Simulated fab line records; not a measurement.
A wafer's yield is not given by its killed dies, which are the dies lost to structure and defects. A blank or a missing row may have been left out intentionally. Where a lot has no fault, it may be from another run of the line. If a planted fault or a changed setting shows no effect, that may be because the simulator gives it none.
What tool caused it? | flow berkeley-cmos170 | 7 lots, 21 wafers sampled, at 2 steps of a route of 331

== WHAT THE GAUGES SHOWED, per wafer ==
UCB170_WELLDRIVE_THK_MEAS_02.
lot  | measured    | on            | WELLDRIVE_OXIDE_THK (nm)
L966 | day 4 05:34 | film-metro-02 | 198 198 202
L968 | day 4 13:20 | film-metro-04 | 198 195 199
L970 | day 5 03:41 | film-metro-01 | 195 196 194
L977 | day 6 18:22 | film-metro-02 | 197 198 195
L981 | day 7 01:57 | film-metro-02 | 198 198 198
L984 | day 7 18:50 | film-metro-04 | 193 194 198
L986 | day 7 18:47 | film-metro-01 | 194 194 193

== WHICH TOOL RAN EACH LOT (tool, then ch and the chambers of the sampled wafers, then the start) ==
lot  | UCB170_WELLDRIVE_OXIDATION_01
L966 | furnace-02 ch 0, day 4 01:59
L968 | furnace-02 ch 0, day 4 09:50
L970 | furnace-01 ch 0, day 5 00:05
L977 | furnace-03 ch 0, day 6 14:52
L981 | furnace-02 ch 0, day 6 22:26
L984 | furnace-02 ch 0, day 7 15:16
L986 | furnace-02 ch 0, day 7 15:16
- UCB170_WELLDRIVE_OXIDATION_01: target thk 199 nm, ox time 9000 s.

== THE ANSWER, worked out from the rows above alone ==
Rule: the usual values come from the lots themselves. Put in order of their means at a reading, lots are off if they are a third of the lots or fewer, leave a main group of 4 or more, and stand apart from it by a gap of 3 or more times the standard deviation of the main group's means; of several such gaps the widest counts. If all means in a main group match to the digits the tables above print for the reading, that group is not used. Also off: a lot with no number at a reading for which 4 or more lots have one. The other lots that the step has rows for count as sound.
No lot is off on any of the readings shown, so nothing can be concluded from this.

== WHAT THE SIMULATOR HAD INSERTED ==
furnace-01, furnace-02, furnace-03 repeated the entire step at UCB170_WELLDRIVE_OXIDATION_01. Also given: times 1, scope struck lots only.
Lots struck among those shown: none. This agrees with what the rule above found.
